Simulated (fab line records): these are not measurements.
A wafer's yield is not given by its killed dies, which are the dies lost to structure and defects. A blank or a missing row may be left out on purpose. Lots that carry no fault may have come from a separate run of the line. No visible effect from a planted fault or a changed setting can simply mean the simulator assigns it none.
What tool caused it?	flow berkeleyCmos170	6 lots with 18 wafers sampled at 2 steps, on a route of 331 steps

WHAT THE GAUGES READ, wafer by wafer
UCB170_SDANNEAL_RS_MEAS_05: a four-point-probe measurement.
lot	measured	on	NLDD_RS (ohm/sq)
L114	day 7 18:16	filmMetro-01	616.1 617.7 617.5
L115	day 8 02:11	filmMetro-01	617.0 616.4 615.9
L120	day 9 02:17	filmMetro-02	616.7 615.4 613.8
L126	day 10 19:11	filmMetro-03	666.1 667.6 666.3
L125	day 10 19:46	filmMetro-03	666.1 667.7 667.3
L134	day 12 00:41	filmMetro-02	614.7 616.4 617.5

TOOL THAT RAN EACH LOT (tool first, then ch and the chambers of the sampled wafers, then the start)
lot	UCB170_NLDD_IMPLANT_08
L114	implanter-03 ch 0, day 7 05:51
L115	implanter-04 ch 0, day 7 15:07
L120	implanter-01 ch 0, day 8 11:58
L126	implanter-04 ch 0, day 10 07:34
L125	implanter-04 ch 0, day 10 08:20
L134	implanter-01 ch 0, day 11 14:19
- UCB170_NLDD_IMPLANT_08

THE ANSWER, worked out from the rows above alone
Rule: the usual values come from the lots themselves. Put in order of their means at a reading, lots are off if they are a third of the lots or fewer, leave a main group of 4 or more, and stand apart from it by a gap of 3 or more times the standard deviation of the main group's means; of several such gaps the widest counts. A main group is skipped when, at the precision printed for the reading in the tables above, its means are all equal. Also off: a lot with no number at a reading for which 4 or more lots have one. The other lots that the step has rows for count as sound.
Off: at UCB170_SDANNEAL_RS_MEAS_05 (NLDD_RS), L126, L125. The main group has a mean of 616.3 ohm/sq with a standard deviation of 0.64.
If a tool, at a process step before that reading, ran all the lots that are off and no sound lot after the first of them, it fits. Gauges at UCB170_SDANNEAL_RS_MEAS_05: tried the same way as those tools. 2 tools fit, implanter-04 at UCB170_NLDD_IMPLANT_08 and filmMetro-03 at UCB170_SDANNEAL_RS_MEAS_05, so this cannot tell which one it is.

WHAT THE SIMULATOR HAD INSERTED
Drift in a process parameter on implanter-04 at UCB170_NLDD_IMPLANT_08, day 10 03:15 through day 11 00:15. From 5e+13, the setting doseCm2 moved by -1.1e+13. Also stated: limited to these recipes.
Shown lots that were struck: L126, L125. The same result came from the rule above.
